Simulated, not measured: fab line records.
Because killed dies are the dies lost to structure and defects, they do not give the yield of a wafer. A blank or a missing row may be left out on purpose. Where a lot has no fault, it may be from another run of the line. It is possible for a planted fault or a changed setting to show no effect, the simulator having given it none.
One fault seen from 2 desks    flow berkeley cmos170    numbers are kept per desk, each desk with only its own; the story behind them comes last

FROM THE METROLOGY DESK
What the gauges read for every lot (on any tool): the sampled wafers with a number, averaged. Marked OUT: a lot whose mean sits more than 4 standard deviations from the usual mean, which makes it out of limits; the brackets give that distance.
Columns: A = FIELD_OXIDE_LEFT_1_THK at UCB170_FIELD_THK_MEAS_90, usual 445 nm; B = NVT_TW at UCB170_NVT_TW_MEAS_09, usual 526; C = FIELD_OXIDE_LEFT_2_THK at UCB170_FIELD_THK_MEAS_91, usual 357 nm; D = GATE_OVL at UCB170_GATE_OVL_MEAS_13, usual -3 nm
lot   first seen here  A               B    C               D
L164  day 4 18:47      438             524  351             -4
L167  day 5 23:19      442             521  354             2
L166  day 5 23:20      432             519  343             -1
L168  day 6 04:11      442             525  353             -10
L170  day 6 15:10      483 (+4.4) OUT  528  394 (+4.3) OUT  -
L173  day 6 15:10      483 (+4.4) OUT  522  395 (+4.4) OUT  -
L171  day 6 15:10      479             529  390             -
L175  day 6 15:14      440             530  350             1
L177  day 7 21:21      454             527  366             -7
L178  day 7 22:16      448             524  360             -1
L179  day 7 22:16      443             525  354             -2
L183  day 8 20:24      432             527  344             -4
L184  day 9 08:38      450             526  362             -2
L186  day 9 08:39      458             528  369             -6
L185  day 9 11:13      459             527  371             -5
Per this desk, out of limits: L170, L173; the first was L170, day 6 15:10 (FIELD_OXIDE_LEFT_1_THK at UCB170_FIELD_THK_MEAS_90). L164, L167, L166, L168, L171, L175, L177, L178, L179, L183, L184, L186, L185: within limits.

FOR THE TOOL OWNER'S DESK: wet bench-04
The tool's own readings at UCB170_FIELD_WET_ETCH_04 (etches SiO2 in dHF, time 60 s): means of the sampled wafers that have a number, for each lot that ran on this tool. Marked OUT: a lot whose mean sits more than 4 standard deviations from the usual mean, which makes it out of limits; the brackets give that distance.
Columns: A = bath heat duty pct at UCB170_FIELD_WET_ETCH_04, usual 6.5 %; B = run length s at UCB170_FIELD_WET_ETCH_04, usual 86.9 s
lot   first seen here  A    B
L164  day 4 15:12      6.8  87.3
L168  day 6 00:16      7.0  84.1
L175  day 6 11:37      6.0  86.4
L177  day 7 17:11      5.9  90.8
L183  day 8 16:50      6.3  86.3
L184  day 9 05:05      7.9  84.6
L186  day 9 05:05      6.6  87.2
Finding of this desk: none of the 7 lots has anything out of limits.

TAKEN TOGETHER
At day 6 15:10 the metrology desk could have sounded an alarm, on L170, L173.
The tool owner's desk saw nothing out of limits.
The tool owner's desk has no number on record for L170, L173.
The lots listed all ran UCB170_FIELD_WET_ETCH_04 on wet bench-04.

WHAT THE SIMULATOR HAD PUT IN
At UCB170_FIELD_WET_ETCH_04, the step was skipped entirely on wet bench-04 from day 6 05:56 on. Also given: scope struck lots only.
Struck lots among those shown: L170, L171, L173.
Per desk, hours elapsed from the start of the fault to the first reading out of limits: for the metrology desk, 9.
